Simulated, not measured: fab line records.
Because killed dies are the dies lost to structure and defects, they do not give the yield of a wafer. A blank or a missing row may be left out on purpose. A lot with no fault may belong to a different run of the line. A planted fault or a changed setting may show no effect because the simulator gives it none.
fab line records / flow berkeleyCmos170 / part 2 of 2: steps 28 to 37 of 37
record lots=5 wafers=15 lastDay=12
route steps=331 shown NLDD@166 SPACER@171 PSD@175 NSD@187 BACKSIDE@199
lots with no fault: from the same line, run without faults
startH: the number of hours between the record's first day and the start of the first shown wafer of the lot / waitH: hours elapsed since this lot's preceding step / " same as the row above / L1.1+2: a row that stands for several wafers / - either no value or no given start / * or withheld: withheld / < > ~ a bound
route shown NAME@n: a module of which the file shows steps, and the number in the route of the first / usual: the fault-free wafers' mean and standard deviation / same: alike in all rows / chamber/n: place in a boat / sites: per-site readings / _std_site: how widely they spread, as a standard deviation / _edge_site: inner sites' mean taken away from outer sites' mean / radiusMm: for every site, how far away it sits from the centre of the wafer / mask NAME#n: copy n / behind: tool/chamber where the wafer was last shaped / hold: what put the lot on hold/how long, in hours/how the hold closed / device: the n, p or np transistor that did not switch / end of line: at the end of the route, the tests of the same wafers / where a step has no rows: the recipe by itself / killed: the dies lost at the first sort to structure and to defects; this is not the yield of the wafer / map: a wafer's dies, marking killed ones x, the rest . and places with no die _
set.NAME: the setting as run; set.NAME@STEP: as run at that earlier step / model.NAME: the simulator's own value behind a step, which no gauge read
lots seen at some steps along the route; tables by step, rows by wafer
services: when a tool's chamber went out of use (startH, in hours from the record's first day, below 0 if earlier), for how many hours, and the reason
## steps
# step UCB170_NSD_CD_MEAS_06
# recipe targetCdNm=1200
# usual cdNm=1200.5/1.1
lot.wafer=L075.2 tool=cdSem-01 chamber=- startH=167.93 waitH=- cdNm=1202.3
lot.wafer=L075.3 tool=cdSem-01 chamber=- startH=167.93 waitH=- cdNm=1201.0
lot.wafer=L075.4 tool=cdSem-01 chamber=- startH=167.93 waitH=- cdNm=1201.4
lot.wafer=L076.1 tool=cdSem-02 chamber=- startH=186.41 waitH=- cdNm=1199.7
lot.wafer=L076.3 tool=cdSem-02 chamber=- startH=186.41 waitH=- cdNm=1199.5
lot.wafer=L076.6 tool=cdSem-02 chamber=- startH=186.41 waitH=- cdNm=1199.7
lot.wafer=L082.2 tool=cdSem-02 chamber=- startH=211.47 waitH=- cdNm=1200.4
lot.wafer=L082.3 tool=cdSem-02 chamber=- startH=211.47 waitH=- cdNm=1199.8
lot.wafer=L082.6 tool=cdSem-02 chamber=- startH=211.47 waitH=- cdNm=1201.2
lot.wafer=L087.2 tool=cdSem-02 chamber=- startH=228.53 waitH=- cdNm=1202.1
lot.wafer=L087.5 tool=cdSem-02 chamber=- startH=228.53 waitH=- cdNm=1200.9
lot.wafer=L087.6 tool=cdSem-02 chamber=- startH=228.53 waitH=- cdNm=1202.0
lot.wafer=L091.1 tool=cdSem-02 chamber=- startH=255.58 waitH=- cdNm=1201.7
lot.wafer=L091.2 tool=cdSem-02 chamber=- startH=255.58 waitH=- cdNm=1199.8
lot.wafer=L091.3 tool=cdSem-02 chamber=- startH=255.58 waitH=- cdNm=1201.3
# step UCB170_NSD_OVL_MEAS_07
# usual NSD_OVL=-1/4.8
lot.wafer=L075.2 tool=overlay-02 chamber=- startH=168.04 waitH=0.1 NSD_OVL[nm]=-2
lot.wafer=L075.3 tool=overlay-02 chamber=- startH=168.04 waitH=0.1 NSD_OVL[nm]=-2
lot.wafer=L075.4 tool=overlay-02 chamber=- startH=168.04 waitH=0.1 NSD_OVL[nm]=1
lot.wafer=L076.1 tool=overlay-01 chamber=- startH=186.53 waitH=0.1 NSD_OVL[nm]=-3
lot.wafer=L076.3 tool=overlay-01 chamber=- startH=186.53 waitH=0.1 NSD_OVL[nm]=4
lot.wafer=L076.6 tool=overlay-01 chamber=- startH=186.53 waitH=0.1 NSD_OVL[nm]=-6
lot.wafer=L082.2 tool=overlay-01 chamber=- startH=211.58 waitH=0.1 NSD_OVL[nm]=-1
lot.wafer=L082.3 tool=overlay-01 chamber=- startH=211.58 waitH=0.1 NSD_OVL[nm]=-2
lot.wafer=L082.6 tool=overlay-01 chamber=- startH=211.58 waitH=0.1 NSD_OVL[nm]=-3
lot.wafer=L087.2 tool=overlay-02 chamber=- startH=228.64 waitH=0.1 NSD_OVL[nm]=2
lot.wafer=L087.5 tool=overlay-02 chamber=- startH=228.64 waitH=0.1 NSD_OVL[nm]=9
lot.wafer=L087.6 tool=overlay-02 chamber=- startH=228.64 waitH=0.1 NSD_OVL[nm]=11
lot.wafer=L091.1 tool=overlay-02 chamber=- startH=255.70 waitH=0.1 NSD_OVL[nm]=1
lot.wafer=L091.2 tool=overlay-02 chamber=- startH=255.70 waitH=0.1 NSD_OVL[nm]=-6
lot.wafer=L091.3 tool=overlay-02 chamber=- startH=255.70 waitH=0.1 NSD_OVL[nm]=1
# step UCB170_NSD_IMPLANT_08
# recipe species=P doseCm2=2.925e+15 energyKev=40 tiltDeg=7
# usual tiltDeg=6.998/0.022
lot.wafer=L075.2 tool=implanter-02 chamber=0 startH=168.09 waitH=0.0 tiltDeg=7.013
lot.wafer=L075.3 tool=implanter-02 chamber=0 startH=168.09 waitH=0.0 tiltDeg=7.008
lot.wafer=L075.4 tool=implanter-02 chamber=0 startH=168.09 waitH=0.0 tiltDeg=7.017
lot.wafer=L076.1 tool=implanter-01 chamber=0 startH=186.56 waitH=0.0 tiltDeg=7.018
lot.wafer=L076.3 tool=implanter-01 chamber=0 startH=186.56 waitH=0.0 tiltDeg=7.006
lot.wafer=L076.6 tool=implanter-01 chamber=0 startH=186.56 waitH=0.0 tiltDeg=7.033
lot.wafer=L082.2 tool=implanter-01 chamber=0 startH=211.63 waitH=0.0 tiltDeg=6.966
lot.wafer=L082.3 tool=implanter-01 chamber=0 startH=211.63 waitH=0.0 tiltDeg=7.002
lot.wafer=L082.6 tool=implanter-01 chamber=0 startH=211.63 waitH=0.0 tiltDeg=7.000
lot.wafer=L087.2 tool=implanter-01 chamber=0 startH=228.69 waitH=0.0 tiltDeg=6.949
lot.wafer=L087.5 tool=implanter-01 chamber=0 startH=228.69 waitH=0.0 tiltDeg=6.951
lot.wafer=L087.6 tool=implanter-01 chamber=0 startH=228.69 waitH=0.0 tiltDeg=6.961
lot.wafer=L091.1 tool=implanter-02 chamber=0 startH=255.74 waitH=0.0 tiltDeg=6.986
lot.wafer=L091.2 tool=implanter-02 chamber=0 startH=255.74 waitH=0.0 tiltDeg=7.008
lot.wafer=L091.3 tool=implanter-02 chamber=0 startH=255.74 waitH=0.0 tiltDeg=7.017
# step UCB170_NSD_STRIP_09
# recipe chemistry=O2 powerW=400 pressureMtorr=3500 platenTempC=withheld o2FlowSccm=400 overashFraction=0.5
# usual chamberPressureMTorr=3500/3.9 drypumpMotorCurrentA=5.94/0.24 oesProductAu=0.536/0.0045 stripTimeToEndpointS=35.58/0.076
lot.wafer=L075.2 tool=plasmaAsher-03 chamber=1 startH=168.22 waitH=0.1 chamberPressureMTorr=3503 drypumpMotorCurrentA=5.61 oesProductAu=0.535 rfHoursCounterH=46 stripTimeToEndpointS=35.45
lot.wafer=L075.3 tool=plasmaAsher-03 chamber=0 startH=168.22 waitH=0.1 chamberPressureMTorr=3505 drypumpMotorCurrentA=6.16 oesProductAu=0.533 rfHoursCounterH=- stripTimeToEndpointS=35.47
lot.wafer=L075.4 tool=plasmaAsher-03 chamber=1 startH=168.22 waitH=0.1 chamberPressureMTorr=3506 drypumpMotorCurrentA=5.57 oesProductAu=0.535 rfHoursCounterH=- stripTimeToEndpointS=35.41
lot.wafer=L076.1 tool=plasmaAsher-02 chamber=0 startH=186.71 waitH=0.1 chamberPressureMTorr=3501 drypumpMotorCurrentA=5.70 oesProductAu=0.536 rfHoursCounterH=9 stripTimeToEndpointS=35.43
lot.wafer=L076.3 tool=plasmaAsher-02 chamber=1 startH=186.71 waitH=0.1 chamberPressureMTorr=3505 drypumpMotorCurrentA=5.78 oesProductAu=0.537 rfHoursCounterH=- stripTimeToEndpointS=35.56
lot.wafer=L076.6 tool=plasmaAsher-02 chamber=1 startH=186.71 waitH=0.1 chamberPressureMTorr=3502 drypumpMotorCurrentA=5.77 oesProductAu=0.547 rfHoursCounterH=- stripTimeToEndpointS=35.48
lot.wafer=L082.2 tool=plasmaAsher-04 chamber=0 startH=211.76 waitH=0.1 chamberPressureMTorr=3496 drypumpMotorCurrentA=6.17 oesProductAu=0.539 rfHoursCounterH=47 stripTimeToEndpointS=35.56
lot.wafer=L082.3 tool=plasmaAsher-04 chamber=1 startH=211.76 waitH=0.1 chamberPressureMTorr=3497 drypumpMotorCurrentA=6.06 oesProductAu=0.532 rfHoursCounterH=- stripTimeToEndpointS=35.49
lot.wafer=L082.6 tool=plasmaAsher-04 chamber=0 startH=211.76 waitH=0.1 chamberPressureMTorr=3498 drypumpMotorCurrentA=6.17 oesProductAu=0.536 rfHoursCounterH=- stripTimeToEndpointS=35.48
lot.wafer=L087.2 tool=plasmaAsher-03 chamber=1 startH=228.82 waitH=0.1 chamberPressureMTorr=3496 drypumpMotorCurrentA=5.61 oesProductAu=0.537 rfHoursCounterH=53 stripTimeToEndpointS=35.58
lot.wafer=L087.5 tool=plasmaAsher-03 chamber=1 startH=228.82 waitH=0.1 chamberPressureMTorr=3498 drypumpMotorCurrentA=5.60 oesProductAu=0.530 rfHoursCounterH=- stripTimeToEndpointS=35.60
lot.wafer=L087.6 tool=plasmaAsher-03 chamber=0 startH=228.82 waitH=0.1 chamberPressureMTorr=3496 drypumpMotorCurrentA=6.15 oesProductAu=0.540 rfHoursCounterH=- stripTimeToEndpointS=35.58
lot.wafer=L091.1 tool=plasmaAsher-04 chamber=0 startH=255.89 waitH=0.1 chamberPressureMTorr=3498 drypumpMotorCurrentA=6.16 oesProductAu=0.543 rfHoursCounterH=51 stripTimeToEndpointS=35.66
lot.wafer=L091.2 tool=plasmaAsher-04 chamber=1 startH=255.89 waitH=0.1 chamberPressureMTorr=3500 drypumpMotorCurrentA=6.09 oesProductAu=0.538 rfHoursCounterH=51 stripTimeToEndpointS=35.59
lot.wafer=L091.3 tool=plasmaAsher-04 chamber=1 startH=255.89 waitH=0.1 chamberPressureMTorr=3500 drypumpMotorCurrentA=6.07 oesProductAu=0.529 rfHoursCounterH=- stripTimeToEndpointS=35.53
# step UCB170_NSD_TW_MEAS_10
# usual NSD_TW=4187/26
lot.wafer=L075.2 tool=filmMetro-01 chamber=- startH=168.33 waitH=0.1 NSD_TW=4209
lot.wafer=L075.3 tool=filmMetro-01 chamber=- startH=168.33 waitH=0.1 NSD_TW=4229
lot.wafer=L075.4 tool=filmMetro-01 chamber=- startH=168.33 waitH=0.1 NSD_TW=4223
lot.wafer=L076.1 tool=filmMetro-04 chamber=- startH=186.81 waitH=0.1 NSD_TW=4155
lot.wafer=L076.3 tool=filmMetro-04 chamber=- startH=186.81 waitH=0.1 NSD_TW=4152
lot.wafer=L076.6 tool=filmMetro-04 chamber=- startH=186.81 waitH=0.1 NSD_TW=4175
lot.wafer=L082.2 tool=filmMetro-04 chamber=- startH=211.87 waitH=0.1 NSD_TW=4170
lot.wafer=L082.3 tool=filmMetro-04 chamber=- startH=211.87 waitH=0.1 NSD_TW=4169
lot.wafer=L082.6 tool=filmMetro-04 chamber=- startH=211.87 waitH=0.1 NSD_TW=4160
lot.wafer=L087.2 tool=filmMetro-02 chamber=- startH=228.93 waitH=0.1 NSD_TW=4203
lot.wafer=L087.5 tool=filmMetro-02 chamber=- startH=228.93 waitH=0.1 NSD_TW=4192
lot.wafer=L087.6 tool=filmMetro-02 chamber=- startH=228.93 waitH=0.1 NSD_TW=4188
lot.wafer=L091.1 tool=filmMetro-04 chamber=- startH=255.99 waitH=0.1 NSD_TW=4146
lot.wafer=L091.2 tool=filmMetro-04 chamber=- startH=255.99 waitH=0.1 NSD_TW=4155
lot.wafer=L091.3 tool=filmMetro-04 chamber=- startH=255.99 waitH=0.1 NSD_TW=4154
# step UCB170_NSD_CLEAN_11
# recipe chemistry=SPM tempC=120 timeS=600
# usual tempC=120.02/0.12
lot.wafer=L075.2 tool=wetBench-02 chamber=0 startH=168.63 waitH=0.3 tempC=120.02
lot.wafer=L075.3 tool=wetBench-02 chamber=0 startH=168.63 waitH=0.3 tempC=120.11
lot.wafer=L075.4 tool=wetBench-02 chamber=0 startH=168.63 waitH=0.3 tempC=120.26
lot.wafer=L076.1 tool=wetBench-02 chamber=2 startH=186.87 waitH=0.1 tempC=119.96
lot.wafer=L076.3 tool=wetBench-02 chamber=2 startH=186.87 waitH=0.1 tempC=119.97
lot.wafer=L076.6 tool=wetBench-02 chamber=2 startH=186.87 waitH=0.1 tempC=119.95
lot.wafer=L082.2 tool=wetBench-02 chamber=1 startH=211.92 waitH=0.0 tempC=120.01
lot.wafer=L082.3 tool=wetBench-02 chamber=1 startH=211.92 waitH=0.0 tempC=119.96
lot.wafer=L082.6 tool=wetBench-02 chamber=1 startH=211.92 waitH=0.0 tempC=120.07
lot.wafer=L087.2 tool=wetBench-02 chamber=0 startH=228.98 waitH=0.0 tempC=120.09
lot.wafer=L087.5 tool=wetBench-02 chamber=0 startH=228.98 waitH=0.0 tempC=120.18
lot.wafer=L087.6 tool=wetBench-02 chamber=0 startH=228.98 waitH=0.0 tempC=120.29
lot.wafer=L091.1 tool=wetBench-02 chamber=0 startH=256.27 waitH=0.3 tempC=120.13
lot.wafer=L091.2 tool=wetBench-02 chamber=0 startH=256.27 waitH=0.3 tempC=119.90
lot.wafer=L091.3 tool=wetBench-02 chamber=0 startH=256.27 waitH=0.3 tempC=120.12
# step UCB170_BACKSIDE_HMDS_00
# recipe primeTimeS=60 primeTempC=100
lot.wafer=L075.2+3+4 tool=lithoTrack-01 chamber=0 startH=168.83 waitH=0.0
lot.wafer=L076.1+3+6 tool=lithoTrack-03 chamber=0 startH=187.94 waitH=0.9
lot.wafer=L082.2+3+6 tool=lithoTrack-01 chamber=0 startH=212.39 waitH=0.3
lot.wafer=L087.2+5+6 tool=lithoTrack-02 chamber=0 startH=229.18 waitH=0.0
lot.wafer=L091.1+2+3 tool=lithoTrack-03 chamber=0 startH=257.27 waitH=0.8
# step UCB170_BACKSIDE_COAT_01
# recipe resist=KrF spinRpm=1500 resistThkNm=900
lot.wafer=L075.2+3+4 tool=lithoTrack-01 chamber=0 startH=168.98 waitH=0.1
lot.wafer=L076.1+3+6 tool=lithoTrack-03 chamber=0 startH=188.09 waitH=0.1
lot.wafer=L082.2+3+6 tool=lithoTrack-01 chamber=0 startH=212.54 waitH=0.1
lot.wafer=L087.2+5+6 tool=lithoTrack-02 chamber=0 startH=229.33 waitH=0.1
lot.wafer=L091.1+2+3 tool=lithoTrack-03 chamber=0 startH=257.42 waitH=0.1
# step UCB170_BACKSIDE_SOFTBAKE_02
# recipe resist=KrF tempC=130 timeS=60
lot.wafer=L075.2+3+4 tool=lithoTrack-01 chamber=0 startH=169.13 waitH=0.1
lot.wafer=L076.1+3+6 tool=lithoTrack-03 chamber=0 startH=188.24 waitH=0.1
lot.wafer=L082.2+3+6 tool=lithoTrack-01 chamber=0 startH=212.69 waitH=0.1
lot.wafer=L087.2+5+6 tool=lithoTrack-02 chamber=0 startH=229.48 waitH=0.1
lot.wafer=L091.1+2+3 tool=lithoTrack-03 chamber=0 startH=257.57 waitH=0.1
# step UCB170_BACKSIDE_STRIP_03
# recipe chemistry=O2 powerW=400 pressureMtorr=3500 platenTempC=withheld o2FlowSccm=400 overashFraction=0.5
# usual chamberPressureMTorr=3500/3.1 drypumpMotorCurrentA=5.88/0.26 oesProductAu=0.734/0.0047 stripTimeToEndpointS=21.95/0.058
lot.wafer=L075.2 tool=plasmaAsher-02 chamber=1 startH=169.26 waitH=0.1 chamberPressureMTorr=3496 drypumpMotorCurrentA=5.74 oesProductAu=0.736 rfHoursCounterH=8 stripTimeToEndpointS=21.93
lot.wafer=L075.3 tool=plasmaAsher-02 chamber=1 startH=169.26 waitH=0.1 chamberPressureMTorr=3499 drypumpMotorCurrentA=5.75 oesProductAu=0.745 rfHoursCounterH=- stripTimeToEndpointS=21.85
lot.wafer=L075.4 tool=plasmaAsher-02 chamber=0 startH=169.26 waitH=0.1 chamberPressureMTorr=3491 drypumpMotorCurrentA=5.71 oesProductAu=0.738 rfHoursCounterH=- stripTimeToEndpointS=21.90
lot.wafer=L076.1 tool=plasmaAsher-02 chamber=0 startH=188.39 waitH=0.1 chamberPressureMTorr=3495 drypumpMotorCurrentA=5.70 oesProductAu=0.730 rfHoursCounterH=10 stripTimeToEndpointS=21.94
lot.wafer=L076.3 tool=plasmaAsher-02 chamber=1 startH=188.39 waitH=0.1 chamberPressureMTorr=3505 drypumpMotorCurrentA=5.76 oesProductAu=0.732 rfHoursCounterH=- stripTimeToEndpointS=21.97
lot.wafer=L076.6 tool=plasmaAsher-02 chamber=0 startH=188.39 waitH=0.1 chamberPressureMTorr=3498 drypumpMotorCurrentA=5.72 oesProductAu=0.729 rfHoursCounterH=- stripTimeToEndpointS=21.94
lot.wafer=L082.2 tool=plasmaAsher-01 chamber=1 startH=212.81 waitH=0.1 chamberPressureMTorr=3504 drypumpMotorCurrentA=5.77 oesProductAu=0.736 rfHoursCounterH=38 stripTimeToEndpointS=21.85
lot.wafer=L082.3 tool=plasmaAsher-01 chamber=1 startH=212.81 waitH=0.1 chamberPressureMTorr=3502 drypumpMotorCurrentA=5.77 oesProductAu=0.741 rfHoursCounterH=- stripTimeToEndpointS=21.99
lot.wafer=L082.6 tool=plasmaAsher-01 chamber=0 startH=212.81 waitH=0.1 chamberPressureMTorr=3498 drypumpMotorCurrentA=6.30 oesProductAu=0.735 rfHoursCounterH=- stripTimeToEndpointS=21.89
lot.wafer=L087.2 tool=plasmaAsher-02 chamber=1 startH=229.60 waitH=0.1 chamberPressureMTorr=3503 drypumpMotorCurrentA=5.75 oesProductAu=0.734 rfHoursCounterH=14 stripTimeToEndpointS=22.00
lot.wafer=L087.5 tool=plasmaAsher-02 chamber=1 startH=229.60 waitH=0.1 chamberPressureMTorr=3502 drypumpMotorCurrentA=5.78 oesProductAu=0.737 rfHoursCounterH=- stripTimeToEndpointS=21.97
lot.wafer=L087.6 tool=plasmaAsher-02 chamber=0 startH=229.60 waitH=0.1 chamberPressureMTorr=3500 drypumpMotorCurrentA=5.71 oesProductAu=0.733 rfHoursCounterH=- stripTimeToEndpointS=21.96
lot.wafer=L091.1 tool=plasmaAsher-03 chamber=0 startH=257.72 waitH=0.1 chamberPressureMTorr=3495 drypumpMotorCurrentA=6.13 oesProductAu=0.734 rfHoursCounterH=56 stripTimeToEndpointS=22.07
lot.wafer=L091.2 tool=plasmaAsher-03 chamber=1 startH=257.72 waitH=0.1 chamberPressureMTorr=3499 drypumpMotorCurrentA=5.62 oesProductAu=0.737 rfHoursCounterH=56 stripTimeToEndpointS=22.04
lot.wafer=L091.3 tool=plasmaAsher-03 chamber=0 startH=257.72 waitH=0.1 chamberPressureMTorr=3495 drypumpMotorCurrentA=6.13 oesProductAu=0.726 rfHoursCounterH=- stripTimeToEndpointS=22.03
## services
tool=rieDiel-02 chamber=2 startH=153.76 hours=2.3 kind=repair
tool=wetBench-01 chamber=- startH=158.58 hours=1.9 kind=pm
tool=krfScanner-02 chamber=- startH=170.67 hours=1.3 kind=pm
tool=implanter-02 chamber=- startH=180.71 hours=4.1 kind=pm
tool=implanter-01 chamber=- startH=183.65 hours=1.3 kind=repair
tool=implanter-03 chamber=- startH=186.04 hours=6.5 kind=repair
tool=rieDiel-02 chamber=- startH=194.46 hours=0.4 kind=repair
tool=plasmaAsher-02 chamber=- startH=197.48 hours=2.8 kind=pm
tool=krfScanner-02 chamber=0 startH=200.48 hours=- kind=calibration
tool=krfScanner-02 chamber=- startH=204.70 hours=4.4 kind=pm
tool=krfScanner-02 chamber=- startH=212.10 hours=0.9 kind=repair
tool=implanter-01 chamber=- startH=217.69 hours=2.0 kind=repair
tool=krfScanner-02 chamber=- startH=219.28 hours=0.8 kind=pm
tool=krfScanner-02 chamber=- startH=220.03 hours=4.0 kind=pm
tool=krfScanner-02 chamber=- startH=225.03 hours=2.6 kind=repair
tool=pecvd-03 chamber=- startH=226.67 hours=0.7 kind=repair
tool=furnace-01 chamber=- startH=230.08 hours=2.5 kind=pm
tool=pecvd-03 chamber=0 startH=237.25 hours=4.2 kind=repair
tool=pecvd-02 chamber=- startH=240.14 hours=0.7 kind=repair
tool=pecvd-03 chamber=- startH=242.50 hours=14.0 kind=pm
tool=plasmaAsher-04 chamber=- startH=244.26 hours=7.3 kind=repair
tool=krfScanner-02 chamber=- startH=247.25 hours=1.2 kind=repair
tool=rieDiel-03 chamber=1 startH=255.10 hours=- kind=clean
tool=wetBench-01 chamber=- startH=257.19 hours=1.0 kind=repair
